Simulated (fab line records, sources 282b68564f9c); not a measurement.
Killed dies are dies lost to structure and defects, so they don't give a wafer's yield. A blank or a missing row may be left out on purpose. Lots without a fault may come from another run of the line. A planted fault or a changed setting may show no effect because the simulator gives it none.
Which tool did it? | flow rit_cmos | 14 lots, 42 wafers sampled, at 3 steps of a route of 202

WHAT THE GAUGES READ, wafer by wafer
RIT_PWELL_TW_MEAS_10.
lot  | measured    | on            | PWELL_TW
L155 | day 1 23:05 | film_metro-04 | 955 954 954
L156 | day 2 03:51 | film_metro-02 | 961 959 962
L157 | day 2 10:12 | film_metro-04 | 943 948 949
L158 | day 2 13:28 | film_metro-03 | 952 959 957
L159 | day 2 19:44 | film_metro-03 | 957 952 955
L160 | day 3 00:09 | film_metro-02 | 957 953 957
L162 | day 3 09:40 | film_metro-03 | 962 963 964
L163 | day 3 15:18 | film_metro-03 | 957 960 964
L165 | day 4 00:36 | film_metro-02 | 963 952 961
L169 | day 4 20:32 | film_metro-02 | 924 919 920 919 916 921
L171 | day 5 06:34 | film_metro-02 | 925 920 924 925 921 924
L173 | day 5 17:50 | film_metro-04 | 946 943 948
L175 | day 6 02:25 | film_metro-04 | 948 948 953
L177 | day 6 16:30 | film_metro-04 | 952 952 951

RIT_WELLDRIVE_RS_MEAS_02: measures by four-point-probe.
lot  | measured    | on            | PWELL_RS (ohm/sq)
L155 | day 2 04:21 | film_metro-04 | 430.0 429.2 429.7
L156 | day 2 09:07 | film_metro-03 | 429.8 429.8 429.7
L157 | day 2 15:29 | film_metro-04 | 429.8 429.5 430.0
L158 | day 2 18:58 | film_metro-02 | 428.6 430.5 430.2
L159 | day 3 01:01 | film_metro-04 | 430.5 431.0 429.9
L160 | day 3 05:25 | film_metro-04 | 429.0 427.9 429.2
L162 | day 3 14:57 | film_metro-04 | 431.9 431.2 431.2
L163 | day 3 21:17 | film_metro-03 | 431.4 430.2 431.1
L165 | day 4 07:13 | film_metro-04 | 428.5 429.9 429.8
L169 | day 5 09:38 | film_metro-03 | 461.1 463.1 461.0 461.0 462.6 461.6
L171 | day 5 15:31 | film_metro-03 | 460.3 463.3 462.6 460.8 463.7 462.7
L173 | day 5 23:06 | film_metro-02 | 428.8 429.2 429.0
L175 | day 6 07:41 | film_metro-03 | 428.6 427.9 429.0
L177 | day 6 21:49 | film_metro-03 | 431.1 429.2 429.3

WHICH TOOL RAN EACH LOT (tool, then ch and the chambers of the sampled wafers, then the start)
lot  | RIT_PWELL_IMPLANT_08
L155 | implanter-03 ch 0, day 1 22:46
L156 | implanter-04 ch 0, day 2 03:32
L157 | implanter-04 ch 0, day 2 09:53
L158 | implanter-02 ch 0, day 2 13:11
L159 | implanter-04 ch 0, day 2 19:26
L160 | implanter-03 ch 0, day 2 23:49
L162 | implanter-04 ch 0, day 3 09:22
L163 | implanter-04 ch 0, day 3 14:58
L165 | implanter-04 ch 0, day 4 00:16
L169 | implanter-03 ch 0, day 4 20:13
L171 | implanter-03 ch 0, day 5 06:16
L173 | implanter-04 ch 0, day 5 17:31
L175 | implanter-04 ch 0, day 6 02:05
L177 | implanter-04 ch 0, day 6 16:11
- RIT_PWELL_IMPLANT_08

WHAT THE TOOLS THEMSELVES READ (means of the sampled wafers that have a number; where no wafer has one, the mark that the record gives instead)
RIT_PWELL_IMPLANT_08.
lot  | tool         | beam_on_s (s) | dose_ions_cm2 | faraday_current_uA
L155 | implanter-03 | 10.00         | 7.006e+13     | 222
L156 | implanter-04 | 9.78          | 7.004e+13     | 227
L157 | implanter-04 | 9.83          | 6.998e+13     | 226
L158 | implanter-02 | 9.98          | 6.995e+13     | 222
L159 | implanter-04 | 10.01         | 7.005e+13     | 222
L160 | implanter-03 | 10.09         | 6.995e+13     | 220
L162 | implanter-04 | 10.19         | 7.006e+13     | 218
L163 | implanter-04 | 9.94          | 7.000e+13     | 223
L165 | implanter-04 | 10.28         | 6.999e+13     | 215
L169 | implanter-03 | 8.89          | 6.998e+13     | 249
L171 | implanter-03 | 8.86          | 7.002e+13     | 251
L173 | implanter-04 | 9.97          | 6.995e+13     | 223
L175 | implanter-04 | 9.93          | 6.990e+13     | 224
L177 | implanter-04 | 10.16         | 7.000e+13     | 219

THE ANSWER, worked out from the rows above alone
Rule: what is usual is taken from the lots themselves. Put in order of their means at a reading, lots are off if they are a third of the lots or fewer, leave a main group of 4 or more, and stand apart from it by a gap of 3 or more times the standard deviation of the main group's means; of several such gaps the widest counts. A main group whose means are all the same, to the digits that the tables above print for the reading, isn't used. A lot without any number at a reading at which 4 lots or more have one is off too. The other lots that the step has rows for count as sound. The gauges are gone through in route order, then the tools' own readings, and for those a lot's mean is taken as printed above. The first step at which some lot is off is used, and at that step the reading that is off furthest; a lot without a number counts as furthest.
Off: L169, L171, at RIT_PWELL_TW_MEAS_10 (PWELL_TW). The main group: mean 955, standard deviation 5.3.
A tool fits if, at a process step before that reading, it ran every lot that is off, and no sound lot after the first of them. The gauges at RIT_PWELL_TW_MEAS_10 aren't tried: what is off there is off at RIT_WELLDRIVE_RS_MEAS_02 too, on other tools, and a gauge's error can't cause that. One fits: implanter-03 at RIT_PWELL_IMPLANT_08. Its last sound lot is L160 (day 2 23:49), its first lot that is off L169 (day 4 20:13): a fault that began between those two fits.
The tool's own readings at RIT_PWELL_IMPLANT_08 bear it out: on the lots that are off they differ by more than 5 times the standard deviation of the sound lots' means. beam_on_s reads 8.88 s there against 10.01 s on the sound lots; faraday_current_uA reads 250 there against 222 on the sound lots.

WHAT THE SIMULATOR HAD PUT IN
Process parameter drift: implanter-03, from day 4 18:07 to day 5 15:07, at RIT_PWELL_IMPLANT_08. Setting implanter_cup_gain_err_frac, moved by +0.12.
Lots struck among those shown: L169, L171. The rule above found the same.
